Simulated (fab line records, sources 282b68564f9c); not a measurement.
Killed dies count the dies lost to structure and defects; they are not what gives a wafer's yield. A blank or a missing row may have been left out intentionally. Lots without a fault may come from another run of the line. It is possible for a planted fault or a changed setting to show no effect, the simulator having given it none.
fab line records	flow ritCmos
record: lots: 7	wafers: 21	lastDay: 7
route steps=202 shown PRETRO@69 GATE@75 FOX2@80
lots that met no fault: taken from a fault-free run of the same line
startH: start of the lot's first displayed wafer, in hours after the record's first day	waitH: hours elapsed since this lot's preceding step	" unchanged from the row above	L1.1+2: a single row standing in for several wafers	- no value present, or no start provided	* or withheld: withheld	< > ~ a bound
route shown NAME@n: NAME is a module with steps in the file, n the number in the route of the first one	usual: mean/standard deviation taken from wafers without a fault	same: alike in all rows	chamber/n: place in a boat	sites: the reading at each site	_std_site: the values' standard deviation	_edge_site: outer sites' mean less inner sites'	radiusMm: for every site, how far away it sits from the centre of the wafer	mask NAME#n: copy n	behind: the tool/chamber that last shaped the wafer	hold: why the lot was held/for how many hours/how that ended	device: the transistor (n, p or np) that didn't switch	end of line: tests run on the same wafers once the route is complete	where a step has no rows: the recipe by itself	killed: dies lost to structure and defects at the first sort, not the wafer's yield	map: a wafer's dies, marking killed ones x, the rest . and places with no die _
set.NAME: setting as actually run; set.NAME@STEP: the setting as run at that earlier step	model.NAME: the simulator's own value behind a step, which no gauge read
certain route steps with their lots: each step a table, each wafer a row
services: the hour from which a tool's chamber was out of use, counted from the record's first day as startH (under 0 if before that day), plus the number of hours and why
== steps ==
step: RIT_PRETRO_DEVELOP_05
recipe: resist: NOVOLAK	developTimeS: 68	devTempC: 23
step: RIT_PRETRO_OVL_MEAS_06
usual: PRETRO_OVL: -0.4/1.3
lot.wafer	tool	chamber	startH	waitH	PRETRO_OVL[nm]
L197.1	overlay-02	-	59.92	-	-1.6
L197.2	"	-	"	"	-1.1
L197.5	"	-	"	"	-3.4
L198.4	overlay-02	-	65.58	-	-1.3
L198.5	"	-	"	"	0.1
L198.6	"	-	"	"	1.1
L199.2	overlay-02	-	67.64	-	0.7
L199.3	"	-	"	"	0.3
L199.5	"	-	"	"	-1.0
L206.4	overlay-01	-	100.89	-	-0.5
L206.5	"	-	"	"	0.4
L206.6	"	-	"	"	-1.5
L207.2	overlay-02	-	106.81	-	-2.2
L207.4	"	-	"	"	-3.1
L207.6	"	-	"	"	-3.1
L209.1	overlay-02	-	116.43	-	0.2
L209.2	"	-	"	"	-0.1
L209.3	"	-	"	"	0.7
L215.2	overlay-02	-	145.62	-	-0.2
L215.3	"	-	"	"	0.7
L215.4	"	-	"	"	1.0
step: RIT_PRETRO_HARDBAKE_07
recipe: resist: NOVOLAK	tempC: 140	timeS: 120
step: RIT_PRETRO_IMPLANT_08
recipe: species: B	energyKev: 45	doseCm2: 1.2e+13	tiltDeg: 7
step: RIT_PRETRO_STRIP_09
recipe: chemistry: O2	timeS: 180	resist: NOVOLAK	platenTempC: withheld	powerW: 500	pressureMtorr: 4000	o2FlowSccm: 4000
usual: drypumpMotorCurrentA: 5.8/0.62
lot.wafer	tool	chamber	startH	waitH	drypumpMotorCurrentA	rfHoursCounterH
L197.1	plasmaAsher-02	1	60.37	0.1	5.0	40
L197.2	"	0	"	"	5.3	40
L197.5	"	1	"	"	5.0	-
L198.4	plasmaAsher-04	0	66.05	0.1	6.6	-
L198.5	"	1	"	"	5.7	-
L198.6	"	0	"	"	6.6	-
L199.2	plasmaAsher-02	0	68.07	0.1	5.3	41
L199.3	"	1	"	"	5.0	-
L199.5	"	0	"	"	5.3	-
L206.4	plasmaAsher-02	0	101.36	0.1	5.3	-
L206.5	"	0	"	"	5.3	-
L206.6	"	1	"	"	5.0	-
L207.2	plasmaAsher-04	1	107.24	0.1	5.7	32
L207.4	"	0	"	"	6.6	-
L207.6	"	1	"	"	5.7	-
L209.1	plasmaAsher-04	0	116.87	0.1	6.6	34
L209.2	"	1	"	"	5.7	34
L209.3	"	0	"	"	6.6	-
L215.2	plasmaAsher-04	1	146.05	0.1	5.7	37
L215.3	"	0	"	"	6.6	-
L215.4	"	1	"	"	5.7	-
step: RIT_PRETRO_TW_MEAS_10
usual: PRETRO_TW: 476/3.1
lot.wafer	tool	chamber	startH	waitH	PRETRO_TW
L197.1	filmMetro-03	-	60.54	0.1	476
L197.2	"	-	"	"	471
L197.5	"	-	"	"	474
L198.4	filmMetro-01	-	66.20	0.1	474
L198.5	"	-	"	"	473
L198.6	"	-	"	"	471
L199.2	filmMetro-04	-	68.25	0.1	480
L199.3	"	-	"	"	480
L199.5	"	-	"	"	478
L206.4	filmMetro-03	-	101.51	0.1	467
L206.5	"	-	"	"	469
L206.6	"	-	"	"	472
L207.2	filmMetro-04	-	107.42	0.1	475
L207.4	"	-	"	"	478
L207.6	"	-	"	"	481
L209.1	filmMetro-01	-	117.04	0.1	478
L209.2	"	-	"	"	475
L209.3	"	-	"	"	476
L215.2	filmMetro-03	-	146.23	0.1	470
L215.3	"	-	"	"	471
L215.4	"	-	"	"	474
step: RIT_GATE_WET_ETCH_00
recipe: chemistry: BOE	target: SiO2	targetDepthNm: 56	timeS: 60	dry: n2Spin	dilution: 10:1	tempC: 21.5
step: RIT_GATE_CLEAN_01
recipe: chemistry: SC1	mix: 3:3:50	timeS: 600	tempC: 75
step: RIT_GATE_CLEAN_02
recipe: chemistry: dHF	dilution: 50:1	timeS: 30
step: RIT_GATE_CLEAN_03
recipe: chemistry: SC2	mix: 3:3:50	timeS: 600	tempC: 75	dry: n2Spin
step: RIT_GATE_CLEAN_04
recipe: chemistry: dHF	dilution: 50:1	timeS: 60	dry: n2Spin
step: RIT_FOX2_THK_MEAS_91
recipe: reads: SiO2_of_FOX2_OXIDATION_00
usual: FIELD_OXIDE_LEFT_2_THK: 253/6
lot.wafer	tool	chamber	startH	waitH	FIELD_OXIDE_LEFT_2_THK[nm]
L197.1	filmMetro-01	-	61.02	0.0	246
L197.2	"	-	"	"	249
L197.5	"	-	"	"	253
L198.4	filmMetro-02	-	66.68	0.0	249
L198.5	"	-	"	"	248
L198.6	"	-	"	"	248
L199.2	filmMetro-01	-	68.73	0.0	266
L199.3	"	-	"	"	266
L199.5	"	-	"	"	266
L206.4	filmMetro-02	-	102.02	0.0	244
L206.5	"	-	"	"	240
L206.6	"	-	"	"	241
L207.2	filmMetro-01	-	107.94	0.0	252
L207.4	"	-	"	"	248
L207.6	"	-	"	"	256
L209.1	filmMetro-04	-	117.52	0.0	248
L209.2	"	-	"	"	250
L209.3	"	-	"	"	251
L215.2	filmMetro-02	-	146.73	0.0	257
L215.3	"	-	"	"	255
L215.4	"	-	"	"	263
step: RIT_GATE_OXIDATION_05
recipe: tempC: 900	ambient: O2	targetThkA: 30	oxTimeS: 270
usual: oxTempC: 899.9/0.45	oxTempCMax: 904.8/1.5
lot.wafer	tool	chamber	startH	waitH	oxTempC	oxTempCMax
L197.1	furnace-01	-	62.05	1.0	-	-
L197.2	"	-	"	"	-	-
L197.5	"	-	"	"	-	-
L198.4	furnace-02	-	67.05	0.4	-	-
L198.5	"	-	"	"	-	-
L198.6	"	-	"	"	-	-
L199.2	furnace-01	-	69.05	0.3	-	-
L199.3	"	-	"	"	-	-
L199.5	"	-	"	"	-	-
L206.4	furnace-02	0	102.05	0.0	899.6	904.5
L206.5	"	0	"	"	899.5	902.8
L206.6	"	0	"	"	900.5	905.9
L207.2	furnace-02	0	108.90	0.9	900.1	905.6
L207.4	"	0	"	"	899.9	904.0
L207.6	"	0	"	"	900.2	906.0
L209.1	furnace-01	0	117.58	0.1	900.1	905.9
L209.2	"	0	"	"	900.0	907.5
L209.3	"	0	"	"	900.1	906.2
L215.2	furnace-01	0	146.82	0.1	900.2	907.3
L215.3	"	0	"	"	899.9	905.0
L215.4	"	0	"	"	899.9	906.6
step: RIT_GATE_ANNEAL_06
recipe: tempC: 900	timeS: 600	ambient: N2O
step: RIT_GATE_CVD_08
recipe: material: poly-Si	targetThkNm: 250	tempC: 610	precursor: SiH4	timeS: 2220	pressureMtorr: 300	sih4FlowSccm: 100
== services ==
tool	chamber	startH	hours	kind
furnace-02	-	39.51	3.1	pm
== key ==
firstSign: step: RIT_GATE_OXIDATION_05	reading: toolRecord	direction: missing
effect none on later readings
metAt RIT_GATE_OXIDATION_05
struckWafers L197.1,L197.2,L197.5,L198.4,L198.5,L198.6,L199.2,L199.3,L199.5
laterRowsLeftOut L197.1,L197.2,L197.5,L198.4,L198.5,L198.6,L199.2,L199.3,L199.5
sortLeftOut L197.1,L197.2,L197.5,L198.4,L198.5,L198.6,L199.2,L199.3,L199.5
testerLeftOut L197,L198,L199
fault: kind: skippedStepWhole	tool: furnace-01,furnace-02	chamber: -	onsetH: 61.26	steps: RIT_GATE_OXIDATION_05	scope: struckLotsOnly
testerLeftOut: of these lots the tester's yield and bins aren't shown, on N5 and GAA mostly nor the transistor test; their killed dies are dies lost to structure and defects alone, not to doping, threshold or leakage, so they don't give the yield
sortLeftOut: the simulated sort isn't trusted on such a fault, so these wafers' sort isn't shown, and their yield isn't known
laterRowsLeftOut: the simulator's readings of these wafers behind a module that went badly wrong aren't trusted and aren't shown, but for the sort
